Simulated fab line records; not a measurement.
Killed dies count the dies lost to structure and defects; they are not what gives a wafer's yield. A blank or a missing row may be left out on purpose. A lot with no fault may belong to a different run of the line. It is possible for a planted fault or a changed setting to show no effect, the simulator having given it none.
8D (eight disciplines) problem report, filled in by code + flow berkeley cmos170 + the parts of the form that need people (team, actions taken, sign-off) are left out

## 1. WHAT IS WRONG
Mean of dose ions cm2 at UCB170_PWELL_IMPLANT_15: 5e+12 across 9 wafers in 3 lots; on wafers with no fault it is 5e+12 (standard deviation 6.1e+09). Measured from the usual mean, that is +15 standard deviations.
First observed at day 5 18:35: wafer L265.2, on implanter-04. At this step, 45 wafers from 15 lots have a number in the record. The rule behind "out" and "out of limits": a value lying over 4 standard deviations away from the usual mean. The other wafers with a number count as sound.

## 2. WHAT IT IS, WHAT IT ISN'T
| question                    | is                     | is not                                                                                 |
|-----------------------------|------------------------|----------------------------------------------------------------------------------------|
| which readings at this step | dose ions cm2          | -                                                                                      |
| which lots                  | L265, L267, L268       | L252, L253, L254, L255, L256, L259, L262, L264, L269, L270, L272, L274                 |
| which wafers of those lots  | all that have a number | -                                                                                      |
| read on which tools         | implanter-04           | implanter-02, implanter-03                                                             |
| when                        | from day 5 18:35       | up to then (24 sound wafers); but 12 sound wafers of L269, L270, L272, L274 came after |

## 3. SUSPECTS, AND WHAT RULES EACH OUT
Counting: a tool at any process step up to the reading remains a suspect when it ran all the lots that are out and ran no sound lot after the first of those.
- implanter-04 at UCB170_PWELL_IMPLANT_15: kept. It processed each lot that is out, first L265 at day 5 18:35, and no sound lot thereafter; up to then, the last sound lot it processed was L262 at day 5 02:25. On those wafers its own readings are out: dose ions cm2.
The count leaves implanter-04 at UCB170_PWELL_IMPLANT_15.

## 4. THE CAUSE (what the simulator had put in)
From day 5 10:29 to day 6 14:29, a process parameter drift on implanter-04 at UCB170_PWELL_IMPLANT_15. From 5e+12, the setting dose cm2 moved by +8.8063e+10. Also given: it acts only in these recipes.
After counting, this tool was the only one left.

## 5. THE CHAIN OF EFFECTS, in route order
One row per reading whose mean, taken over the struck wafers that have a number, lies over 3 standard deviations from the usual. Readings are gone through only where the record gives a usual standard deviation; hours: the median, over the lots, of the time from a lot's start at the first step in this table giving one to that lot's start at this step; sigmas: the change measured in usual standard deviations.
| hours | step                    | reading       | usual | on struck wafers | change | sigmas |
|-------|-------------------------|---------------|-------|------------------|--------|--------|
| 0     | UCB170_PWELL_IMPLANT_15 | dose ions cm2 | 5e+12 | 5e+12            | +9e+10 | +15    |
Here are the process steps it includes:
- UCB170_PWELL_IMPLANT_15
Later measuring or inspecting steps at which every struck wafer that the step has a row for has a number for every such reading, and none has moved that far: UCB170_ACTIVE_CD_MEAS_13, UCB170_GATE_CD_MEAS_12.

## 6. WHAT WOULD HAVE CAUGHT IT SOONER
In this record the first reading out of limits was taken at day 5 18:35, 8 hours after the fault began at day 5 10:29.
